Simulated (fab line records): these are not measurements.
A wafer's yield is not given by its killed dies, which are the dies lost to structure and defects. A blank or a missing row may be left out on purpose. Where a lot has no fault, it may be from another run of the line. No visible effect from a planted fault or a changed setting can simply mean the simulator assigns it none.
A struck lot beside a sound one :: flow rit_cmos :: 15 steps out of a route of 202
Sound: the wafers L538.2, L538.3, L538.4. Struck: wafers L548.2, L548.3, L548.4. The cause is named last.
Order at every step that has rows: each side's tool, ch and its chambers, its first start. Under that, the readings that differ: sound wafers :: struck wafers :: difference of the means :: sigmas: that difference in standard deviations of wafers without a fault.
alike: a reading whose means differ by less than 2 such deviations, as well as words and numbers matching on both sides. not compared: withheld readings; readings where some wafer has no value; bounds like >300 that might hide an equal value; numbers whose values overlap and for which the record gives no deviation.
Wherever a step has rows on one side only, a row that says differs or no value, or a row with sigmas, the two part there. When numbers do not overlap yet have no deviation, they are printed without sigmas and do not part them. Lack of a reading on every wafer of one side parts them only where that side has two or more wafers.

first, 2 steps without rows for these wafers: RIT_NWELL_HARDBAKE_07 (time 120 s); RIT_NWELL_IMPLANT_08.
RIT_NWELL_STRIP_09: strips in O2, time 180 s.
  sound on plasma_asher-02 ch 0,1, day 1 22:33; struck on plasma_asher-01 ch 0,1, day 3 23:29
  alike: drypump_motor_current_A
  not compared: rf_hours_counter_h
RIT_NWELL_TW_MEAS_10:
  sound on film_metro-04 at day 1 22:44; struck on film_metro-04 at day 3 23:41
  alike: NWELL_TW
then, 6 steps without rows for these wafers: RIT_PWELL_HMDS_00 (prime time 60 s); RIT_PWELL_COAT_01 (resist thk 1300 nm); RIT_PWELL_SOFTBAKE_02 (time 60 s); RIT_PWELL_EXPOSE_03 (exposes mask M3, target cd 43700 nm); RIT_PWELL_PEB_04; RIT_PWELL_DEVELOP_05 (develop time 68 s).
RIT_PWELL_OVL_MEAS_06:
  sound on overlay-01 at day 1 23:50; struck on overlay-02 at day 4 00:44
  alike: PWELL_OVL
then, 1 step without rows for these wafers: RIT_PWELL_HARDBAKE_07 (time 120 s).
RIT_PWELL_IMPLANT_08:
  sound on implanter-01 ch 0, day 2 00:08; struck on implanter-01 ch 0, day 4 01:02
reading: dose_ions_cm2
sound: 7.001e+13 6.995e+13 7.006e+13
struck: 7.089e+13 7.086e+13 7.082e+13
difference: +8.500e+11
sigmas: +12
  alike: beam_energy_keV, tilt_deg
RIT_PWELL_STRIP_09: strips in O2, time 180 s.
  sound on plasma_asher-03 ch 0,1, day 2 00:16; struck on plasma_asher-04 ch 0,1, day 4 01:10
  alike: drypump_motor_current_A
  not compared: rf_hours_counter_h
RIT_M1_PROBE_99:
  sound on prober-01 at day 3 15:34; struck on prober-01 at day 5 13:20
reading: killed_at_M0_to_M3
sound: 0 0 0
struck: 0 2 0
difference: +1
sigmas: +3
  alike: killed_at_contacts, killed_at_front_end, killed_dies, killed_open, killed_short

WHERE THEY PART
Last at RIT_M1_PROBE_99 as far as this record goes, first at RIT_PWELL_IMPLANT_08.

WHY: what had been put in by the simulator
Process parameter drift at RIT_PWELL_IMPLANT_08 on implanter-01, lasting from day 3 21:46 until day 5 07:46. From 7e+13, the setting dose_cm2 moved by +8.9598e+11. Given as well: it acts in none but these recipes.
